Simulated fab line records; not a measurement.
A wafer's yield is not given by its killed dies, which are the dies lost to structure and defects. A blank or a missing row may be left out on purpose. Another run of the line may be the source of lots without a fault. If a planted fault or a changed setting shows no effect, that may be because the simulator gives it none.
fab line records	flow rit-cmos
record: lots: 5	wafers: 15	last-day: 6
route steps=202 shown CONTACT@172 M1@184
lots that met no fault: from a run of the same line without faults
start-h: start of the lot's first displayed wafer, in hours after the record's first day	wait-h: hours since the lot's step before	" the same as in the row above	L1.1+2: one row covering several wafers at once	- value missing, or start not given	* or withheld: withheld	< > ~ a bound
route shown NAME@n: names a module that has steps shown in the file, with the first one's number in the route	usual: mean/standard deviation taken from wafers without a fault	same: alike in all rows	chamber/n: place in a boat	sites: the reading at each site	_std_site: the standard deviation of these	_edge_site: the outer-site mean with the inner-site mean subtracted	radius-mm: how far each site lies from the wafer's centre	mask NAME#n: copy n	behind: the last tool/chamber to shape the wafer	hold: reason for holding the lot/hours on hold/outcome of the hold	device: which transistor (n, p or np) failed to switch	end of line: tests run on the same wafers once the route is complete	a step without rows: its recipe alone	killed: dies that structure and defects cost at the first sort, which is not the same as the wafer's yield	map: per-die view of a wafer (x killed, . not killed, _ where there is no die)
set.NAME: setting as actually run; set.NAME@STEP: the setting as run at that earlier step	model.NAME: the simulator's own value behind a step, which no gauge read
certain route steps with their lots: each step a table, each wafer a row
services: when a tool's chamber went out of use (start-h, in hours from the record's first day, below 0 if earlier), for how many hours, and the reason
== steps ==
step: RIT_CONTACT_SOFTBAKE_04
recipe: resist: NOVOLAK	temp-c: 90	time-s: 60
step: RIT_CONTACT_EXPOSE_05
recipe: mask-id: M11	na: 0.6	source-shape: conventional	sigma-outer: 0.5	target-cd-nm: 1000	dose-mj: 250
step: RIT_CONTACT_PEB_06
recipe: resist: NOVOLAK	temp-c: withheld	time-s: withheld
step: RIT_CONTACT_DEVELOP_07
recipe: resist: NOVOLAK	develop-time-s: 120	dev-temp-c: 23
step: RIT_CONTACT_CD_MEAS_08
recipe: target-cd-nm: 1000
usual: cd-nm: 999.9/2.2
lot.wafer	tool	chamber	start-h	wait-h	cd-nm
L994.1	cd-sem-02	-	79.97	-	1003.0
L994.3	"	-	"	"	1003.1
L994.4	"	-	"	"	1003.8
L997.3	cd-sem-01	-	92.85	-	999.8
L997.4	"	-	"	"	999.9
L997.6	"	-	"	"	1000.8
L101.2	cd-sem-01	-	112.64	-	999.3
L101.3	"	-	"	"	998.7
L101.6	"	-	"	"	998.1
L106.3	cd-sem-01	-	138.64	-	1000.3
L106.4	"	-	"	"	1000.3
L106.5	"	-	"	"	1002.5
L108.1	cd-sem-01	-	149.41	-	995.2
L108.4	"	-	"	"	995.3
L108.5	"	-	"	"	995.0
step: RIT_CONTACT_OVL_MEAS_09
usual: CONTACT_OVL: 0.6/1.4
lot.wafer	tool	chamber	start-h	wait-h	CONTACT_OVL[nm]
L994.1	overlay-01	-	80.09	0.1	1.7
L994.3	"	-	"	"	-1.0
L994.4	"	-	"	"	1.1
L997.3	overlay-01	-	92.94	0.1	1.2
L997.4	"	-	"	"	-0.1
L997.6	"	-	"	"	-0.2
L101.2	overlay-01	-	112.74	0.1	2.3
L101.3	"	-	"	"	-0.5
L101.6	"	-	"	"	1.4
L106.3	overlay-02	-	138.73	0.1	-2.2
L106.4	"	-	"	"	-2.9
L106.5	"	-	"	"	-3.4
L108.1	overlay-01	-	149.53	0.1	1.6
L108.4	"	-	"	"	1.2
L108.5	"	-	"	"	2.3
step: RIT_CONTACT_HARDBAKE_10
recipe: resist: NOVOLAK	temp-c: 140	time-s: 60
step: RIT_CONTACT_ETCH_11
recipe: target-depth-a: 4800	over-etch-frac: 0.2194	stop-on: TiSi2	chemistry: CHF3/CF4/Ar	target: SiO2	CHF3_flow_sccm: 50	cf4-flow-sccm: 10	Ar_flow_sccm: 100	O2_flow_sccm: 5	pressure-mtorr: 100	rf-w: 200	time-s: 320
usual: drypump-motor-current-A: 5.8/0.54	oes-product-au: 0.989/0.012	throttle-valve-pct: 8.88/0.12
lot.wafer	tool	chamber	start-h	wait-h	drypump-motor-current-A	oes-product-au	rf-hours-counter-h	throttle-valve-pct
L994.1	rie-diel-04	1	80.28	0.1	5.6	1.002	0	8.87
L994.3	"	3	"	"	5.3	0.990	35	9.01
L994.4	"	0	"	"	5.4	1.000	53	8.80
L997.3	rie-diel-04	0	93.12	0.1	5.3	0.997	53	8.81
L997.4	"	2	"	"	6.3	0.982	141	8.87
L997.6	"	3	"	"	5.3	0.981	-	9.01
L101.2	rie-diel-01	3	112.92	0.1	6.2	0.984	39	8.78
L101.3	"	2	"	"	5.0	1.004	41	8.87
L101.6	"	1	"	"	5.8	1.006	-	8.71
L106.3	rie-diel-03	2	138.91	0.1	6.6	0.976	117	9.08
L106.4	"	1	"	"	6.4	0.993	86	8.78
L106.5	"	3	"	"	6.1	0.977	-	8.80
L108.1	rie-diel-01	1	149.72	0.1	5.8	0.986	0	8.70
L108.4	"	3	"	"	6.2	0.976	40	8.77
L108.5	"	0	"	"	4.8	0.996	-	8.67
step: RIT_CONTACT_STRIP_12
recipe: chemistry: O2	time-s: 180	resist: NOVOLAK	platen-temp-c: withheld	power-w: 500	pressure-mtorr: 4000	o2-flow-sccm: 4000
usual: drypump-motor-current-A: 5.6/0.57	rf-refl-power-W: 6.9/1.1
lot.wafer	tool	chamber	start-h	wait-h	drypump-motor-current-A	rf-hours-counter-h	rf-refl-power-W
L994.1	plasma-asher-04	1	80.47	0.1	6.3	44	5.5
L994.3	"	0	"	"	5.0	-	8.7
L994.4	"	1	"	"	6.3	-	5.5
L997.3	plasma-asher-03	0	93.37	0.2	5.9	-	7.6
L997.4	"	1	"	"	6.0	-	5.7
L997.6	"	1	"	"	6.0	-	5.4
L101.2	plasma-asher-03	0	113.12	0.1	5.9	49	8.0
L101.3	"	0	"	"	5.9	-	7.4
L101.6	"	1	"	"	6.0	-	5.9
L106.3	plasma-asher-04	0	139.16	0.2	5.0	-	8.4
L106.4	"	1	"	"	6.3	-	5.6
L106.5	"	1	"	"	6.2	-	5.5
L108.1	plasma-asher-03	1	149.91	0.1	6.1	52	5.7
L108.4	"	1	"	"	6.1	-	5.6
L108.5	"	0	"	"	5.9	-	7.3
step: RIT_CONTACT_CD_MEAS_90
recipe: target-cd-nm: 1000
usual: cd-nm: 1000.0/2.3
lot.wafer	tool	chamber	start-h	wait-h	cd-nm
L994.1	cd-sem-02	-	80.65	0.1	1003.8
L994.3	"	-	"	"	1003.2
L994.4	"	-	"	"	1004.6
L997.3	cd-sem-02	-	93.53	0.1	999.9
L997.4	"	-	"	"	1000.2
L997.6	"	-	"	"	1000.5
L101.2	cd-sem-01	-	113.31	0.1	999.5
L101.3	"	-	"	"	998.5
L101.6	"	-	"	"	998.1
L106.3	cd-sem-02	-	139.32	0.1	1000.5
L106.4	"	-	"	"	1000.3
L106.5	"	-	"	"	1002.4
L108.1	cd-sem-02	-	150.09	0.1	995.0
L108.4	"	-	"	"	995.1
L108.5	"	-	"	"	994.8
step: RIT_CONTACT_CLEAN_13
recipe: chemistry: SC1	mix: 3:3:50	time-s: 600	temp-c: 75
step: RIT_CONTACT_CLEAN_14
recipe: chemistry: SC2	mix: 3:3:50	time-s: 600	temp-c: 75	dry: n2-spin
step: RIT_M1_SPUTTER_00
recipe: material: Al	target-thk-nm: 400	power-w: 2000	chamber-pressure-pa: 0.4	gas: Ar	time-s: 500	substrate-temp-c: 25
usual: cathode-dc-power-W: 2000.0/0.37	throttle-valve-pct: 30.1/0.65
lot.wafer	tool	chamber	start-h	wait-h	cathode-dc-power-W	throttle-valve-pct	model.Al_of_M1_SPUTTER_00.thk-nm
L994.1	pvd-sputter-02	-	81.14	0.0	1999.6	29.9	401.3
L994.3	"	-	"	"	2000.3	30.0	401.1
L994.4	"	-	"	"	1999.6	29.8	402.7
L997.3	pvd-sputter-04	-	93.96	0.0	1999.4	31.6	401.9
L997.4	"	-	"	"	1999.7	29.6	397.8
L997.6	"	-	"	"	1999.5	31.1	398.9
L101.2	pvd-sputter-04	-	113.89	0.0	1999.3	31.2	406.4
L101.3	"	-	"	"	1679.0	30.0	340.9
L101.6	"	-	"	"	2000.1	30.8	404.1
L106.3	pvd-sputter-02	-	139.76	0.0	1999.4	30.0	404.2
L106.4	"	-	"	"	1999.7	30.2	403.9
L106.5	"	-	"	"	1999.8	30.1	405.2
L108.1	pvd-sputter-02	-	150.57	0.0	1999.5	30.1	400.2
L108.4	"	-	"	"	2000.2	29.8	404
L108.5	"	-	"	"	1999.8	29.7	401.1
step: RIT_M1_RS_MEAS_01
recipe: thk-meas-gauge: four-point-probe	reads: Al_of_M1_SPUTTER_00
usual: M1_AL_RS: 0.0733/0.00061
lot.wafer	tool	chamber	start-h	wait-h	M1_AL_RS[ohm/sq]
L994.1	film-metro-04	-	81.43	0.1	0.0731
L994.3	"	-	"	"	0.0730
L994.4	"	-	"	"	0.0727
L997.3	film-metro-03	-	94.29	0.2	0.0731
L997.4	"	-	"	"	0.0739
L997.6	"	-	"	"	0.0736
L101.2	film-metro-04	-	114.20	0.2	0.0721
L101.3	"	-	"	"	0.0864
L101.6	"	-	"	"	0.0725
L106.3	film-metro-03	-	140.10	0.2	0.0724
L106.4	"	-	"	"	0.0725
L106.5	"	-	"	"	0.0726
L108.1	film-metro-04	-	150.87	0.1	0.0733
L108.4	"	-	"	"	0.0725
L108.5	"	-	"	"	0.0731
step: RIT_M1_THK_MEAS_02
recipe: thk-meas-gauge: xrf	reads: Al_of_M1_SPUTTER_00
usual: M1_AL_THK: 397/4
lot.wafer	tool	chamber	start-h	wait-h	M1_AL_THK[nm]
L994.1	film-metro-04	-	81.55	0.1	399
L994.3	"	-	"	"	398
L994.4	"	-	"	"	397
L997.3	film-metro-03	-	94.39	0.1	393
L997.4	"	-	"	"	391
L997.6	"	-	"	"	392
L101.2	film-metro-04	-	114.31	0.1	402
L101.3	"	-	"	"	338
L101.6	"	-	"	"	400
L106.3	film-metro-03	-	140.20	0.1	398
L106.4	"	-	"	"	395
L106.5	"	-	"	"	398
L108.1	film-metro-04	-	150.99	0.1	399
L108.4	"	-	"	"	402
L108.5	"	-	"	"	397
step: RIT_M1_HMDS_03
recipe: prime-time-s: 60	prime-temp-c: 140
step: RIT_M1_COAT_04
recipe: resist: NOVOLAK	spin-rpm: 2000	resist-thk-nm: 1300
step: RIT_M1_SOFTBAKE_05
recipe: resist: NOVOLAK	temp-c: 90	time-s: 60
step: RIT_M1_EXPOSE_06
recipe: mask-id: M12	na: 0.6	source-shape: conventional	sigma-outer: 0.5	target-cd-nm: 2600	dose-mj: 250
step: RIT_M1_PEB_07
recipe: resist: NOVOLAK	temp-c: withheld	time-s: withheld
step: RIT_M1_DEVELOP_08
recipe: resist: NOVOLAK	develop-time-s: 68.94	dev-temp-c: 23
step: RIT_M1_CD_MEAS_09
recipe: target-cd-nm: 2600
usual: cd-nm: 2600.4/2.4
lot.wafer	tool	chamber	start-h	wait-h	cd-nm
L994.1	cd-sem-01	-	82.61	-	2596.5
L994.3	"	-	"	"	2596.6
L994.4	"	-	"	"	2596.6
L997.3	cd-sem-01	-	95.48	-	2594.5
L997.4	"	-	"	"	2598.3
L997.6	"	-	"	"	2596.4
L101.2	cd-sem-02	-	115.26	-	2603.4
L101.3	"	-	"	"	2605.5
L101.6	"	-	"	"	2605.3
L106.3	cd-sem-01	-	141.28	-	2601.2
L106.4	"	-	"	"	2601.9
L106.5	"	-	"	"	2604.1
L108.1	cd-sem-02	-	152.11	-	2601.6
L108.4	"	-	"	"	2596.9
L108.5	"	-	"	"	2601.9
step: RIT_M1_OVL_MEAS_10
usual: M1_OVL: 0.1/1.6
lot.wafer	tool	chamber	start-h	wait-h	M1_OVL[nm]
L994.1	overlay-01	-	82.73	0.1	0.9
L994.3	"	-	"	"	1.4
L994.4	"	-	"	"	0.0
L997.3	overlay-02	-	95.57	0.1	0.6
L997.4	"	-	"	"	0.9
L997.6	"	-	"	"	0.0
L101.2	overlay-01	-	115.37	0.1	-0.9
L101.3	"	-	"	"	-0.9
L101.6	"	-	"	"	-1.3
L106.3	overlay-02	-	141.38	0.1	-2.4
L106.4	"	-	"	"	-2.6
L106.5	"	-	"	"	-2.6
L108.1	overlay-01	-	152.23	0.1	0.6
L108.4	"	-	"	"	-0.1
L108.5	"	-	"	"	0.7
step: RIT_M1_HARDBAKE_11
recipe: resist: NOVOLAK	temp-c: 140	time-s: 120
step: RIT_M1_METAL_ETCH_12
recipe: stop-on: SiO2	chemistry: Cl2/BCl3	target: Al	time-s: 165	over-etch-frac: 0.5	pressure-mtorr: 100	target-depth-a: 6000	rf-w: 250	Cl2_flow_sccm: 60	bcl3-flow-sccm: 50
usual: drypump-motor-current-A: 5.86/0.29	he-backside-leak-sccm: 3.3/0.32	oes-product-au: 0.786/0.013	throttle-valve-pct: 8.25/0.13
lot.wafer	tool	chamber	start-h	wait-h	drypump-motor-current-A	he-backside-leak-sccm	oes-product-au	rf-hours-counter-h	throttle-valve-pct
L994.1	rie-metal-04	1	83.02	0.2	6.19	3.1	0.785	32	8.37
L994.3	"	0	"	"	5.88	3.2	0.761	-	8.36
L994.4	"	1	"	"	6.21	3.0	0.787	-	8.39
L997.3	rie-metal-04	0	95.90	0.2	5.86	3.3	0.767	-	8.38
L997.4	"	1	"	"	6.19	3.1	0.784	-	8.39
L997.6	"	1	"	"	6.19	3.1	0.782	-	8.37
L101.2	rie-metal-01	0	115.65	0.2	5.95	2.9	0.808	3	8.10
L101.3	"	0	"	"	5.91	3.0	0.726	-	8.12
L101.6	"	0	"	"	5.91	3.0	0.808	-	8.11
L106.3	rie-metal-01	1	141.92	0.2	5.57	3.5	0.793	-	8.19
L106.4	"	0	"	"	5.96	3.0	0.808	-	8.12
L106.5	"	1	"	"	5.58	3.3	0.791	-	8.20
L108.1	rie-metal-01	1	152.52	0.2	5.58	3.3	0.790	4	8.19
L108.4	"	0	"	"	5.94	3.0	0.805	-	8.11
L108.5	"	1	"	"	5.60	3.3	0.777	-	8.20
step: RIT_M1_STRIP_13
recipe: chemistry: nmp	resist: NOVOLAK	temp-c: 80	time-s: 600	dry: n2-spin
step: RIT_M1_PROBE_99
usual: defect-limited-yield: 97.4/1.2	killed_at_M0_to_M3: 0.0/0.12	killed-at-contacts: 0.1/0.24	killed-at-front-end: 7/3.1	killed-dies: 7/3.1	killed-open: 3.6/2.1	killed-short: 3.2/2	sort_bin_3_pad_short: 0.1/0.2	sort_bin_5_function: 1.4/0.8	sort_bin_6_memory: 1.0/0.72	sort-n-pass: 257/3.1	sort-yield-pct: 97.4/1.2
same: gross-dies: 264	killed_at_M4_up: 0	killed-at-back-side: 0	killed-at-other: 0
lot.wafer	tool	chamber	start-h	wait-h	defect-limited-yield[%]	killed_at_M0_to_M3	killed-at-contacts	killed-at-front-end	killed-dies	killed-open	killed-short	sort_bin_3_pad_short[%]	sort_bin_5_function[%]	sort_bin_6_memory[%]	sort-n-pass	sort-yield-pct[%]	model.etest.m1.rs-ohm-sq
L994.1	prober-01	-	85.78	0.1	99.2	0	0	2	2	1	1	0.4	0	0.4	262	99.2	0.07214
L994.3	prober-01	-	85.88	0.2	97.3	1	0	6	7	5	2	0	2.7	0	257	97.3	0.07251
L994.4	prober-01	-	85.93	0.2	98.1	0	0	5	5	3	2	0	0	1.9	259	98.1	0.07234
L997.3	prober-02	-	98.20	0.2	99.2	0	0	2	2	1	1	0.4	0.4	0	262	99.2	0.07216
L997.4	prober-02	-	98.25	0.2	100.0	0	0	0	0	0	0	0	0	0	264	100.0	0.07314
L997.6	prober-02	-	98.35	0.2	98.9	0	0	3	3	1	2	0	0.4	0.8	261	98.9	0.0725
L101.2	prober-02	-	117.96	0.1	99.2	0	0	2	2	2	0	0	0.4	0.4	262	99.2	0.07162
L101.3	prober-02	-	118.01	0.2	97.7	0	0	6	6	4	2	0	1.5	0.8	258	97.7	0.08539
L101.6	prober-02	-	118.16	0.2	97.0	0	0	8	8	4	4	0	1.5	1.5	256	97.0	0.07239
L106.3	prober-01	-	144.39	0.2	97.0	0	0	8	8	4	4	0	1.5	1.5	256	97.0	0.07216
L106.4	prober-01	-	144.44	0.2	96.6	0	0	9	9	4	5	0	2.7	0.8	255	96.6	0.07203
L106.5	prober-01	-	144.49	0.2	98.9	0	0	3	3	2	1	0	0.8	0.4	261	98.9	0.0714
L108.1	prober-01	-	155.58	0.1	97.3	0	1	6	7	6	1	0	1.1	1.5	257	97.3	0.07248
L108.4	prober-01	-	155.73	0.2	97.7	0	0	6	6	3	3	0	1.5	0.8	258	97.7	0.07183
L108.5	prober-01	-	155.78	0.2	96.2	0	0	10	10	4	6	0	1.1	2.7	254	96.2	0.07303
killed by level:class
L994.1 GATE:geometric-particle:short=1 GATE:geometric-particle:open=1
L994.3 REOX:geometric-particle:open=2 SILICIDE:geometric-particle:open=2 FOX1:geometric-particle:open=1 SILICIDE:geometric-particle:short=1 M1:geometric-particle:short=1
L994.4 FOX1:geometric-particle:open=1 FOX1:geometric-particle:short=1 SPACER:geometric-particle:open=1 SPACER:geometric-particle:short=1 SILICIDE:geometric-particle:open=1
L997.3 GATE:geometric-particle:short=1 SILICIDE:geometric-particle:open=1
L997.6 GATE:geometric-particle:short=1 REOX:geometric-particle:short=1 SPACER:geometric-particle:open=1
L101.2 GATE:geometric-particle:open=2
L101.3 GATE:geometric-particle:open=2 SILICIDE:geometric-particle:open=2 FOX1:geometric-particle:short=1 REOX:geometric-particle:short=1
L101.6 GATE:geometric-particle:open=3 SILICIDE:geometric-particle:short=2 FOX1:geometric-particle:open=1 FOX1:geometric-particle:short=1 REOX:geometric-particle:short=1
L106.3 GATE:geometric-particle:short=2 FOX2:geometric-particle:open=1 GATE:geometric-particle:open=1 REOX:geometric-particle:open=1 REOX:geometric-particle:short=1 SPACER:geometric-particle:open=1 SILICIDE:geometric-particle:short=1
L106.4 SPACER:geometric-particle:short=3 SPACER:geometric-particle:open=2 FOX1:geometric-particle:open=1 FOX2:geometric-particle:short=1 FOX2:geometric-particle:open=1 GATE:geometric-particle:short=1
L106.5 FOX1:geometric-particle:short=1 GATE:geometric-particle:open=1 SPACER:geometric-particle:open=1
L108.1 GATE:geometric-particle:open=2 FOX1:geometric-particle:open=1 REOX:geometric-particle:open=1 SPACER:geometric-particle:short=1 SILICIDE:geometric-particle:open=1 CONTACT:geometric-particle:open=1
L108.4 FOX1:geometric-particle:open=1 FOX1:geometric-particle:short=1 FOX2:geometric-particle:open=1 GATE:geometric-particle:short=1 SPACER:geometric-particle:short=1 SPACER:geometric-particle:open=1
L108.5 GATE:geometric-particle:short=2 SILICIDE:geometric-particle:short=2 SILICIDE:geometric-particle:open=2 FOX1:geometric-particle:open=1 REOX:geometric-particle:short=1 SPACER:geometric-particle:open=1 SPACER:geometric-particle:short=1
== services ==
tool	chamber	start-h	hours	kind
pvd-sputter-02	-	60.27	3.0	repair
rie-metal-01	1	108.50	3.6	repair
plasma-asher-03	-	108.71	1.9	repair
rie-diel-01	0	109.31	18.7	repair
rie-metal-04	1	111.21	1.0	repair
rie-diel-03	3	113.34	2.7	repair
rie-metal-04	-	116.70	0.2	repair
rie-diel-04	3	121.15	6.7	repair
rie-diel-01	1	127.97	-	clean
rie-diel-01	1	127.97	17.4	scheduled-down
rie-diel-01	1	127.97	17.4	vent-cycle
plasma-asher-03	-	130.36	2.8	pm
rie-metal-04	-	136.12	20.0	pm
rie-metal-04	0	136.12	20.0	vent-cycle
rie-metal-04	1	136.12	20.0	vent-cycle
rie-diel-01	0	140.41	2.9	repair
rie-diel-03	3	140.74	14.5	repair
== key ==
first-sign: step: RIT_M1_SPUTTER_00	reading: cathode-dc-power-W	direction: down	sigmas: 99+	usual: 2000.0	struck: 1679.0
effect: step: RIT_M1_RS_MEAS_01	reading: M1_AL_RS	direction: up	sigmas: 21	usual: 0.0733	struck: 0.0864
effect: step: RIT_M1_THK_MEAS_02	reading: M1_AL_THK	direction: down	sigmas: 15	usual: 397	struck: 338
effect: step: RIT_M1_METAL_ETCH_12	reading: oes-product-au	direction: down	sigmas: 4.4	usual: 0.786	struck: 0.726
model-effect: step: RIT_M1_SPUTTER_00	value: Al_of_M1_SPUTTER_00.thk-nm	without: 405.2	struck: 340.9
model-effect: step: RIT_M1_PROBE_99	value: etest.m1.rs-ohm-sq	without: 0.07188	struck: 0.08539
met-at RIT_M1_SPUTTER_00
struck-wafers L101.3
onset-between 93.96 113.89
fault: kind: process-parameter-drift	tool: pvd-sputter-04	chamber: -	onset-h: 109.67	steps: RIT_M1_SPUTTER_00	channel: power-w	offset: -321.79	shape: step	end-h: 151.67	acts-in: these-recipes-only	stated: 2000	scope: struck-wafers-only
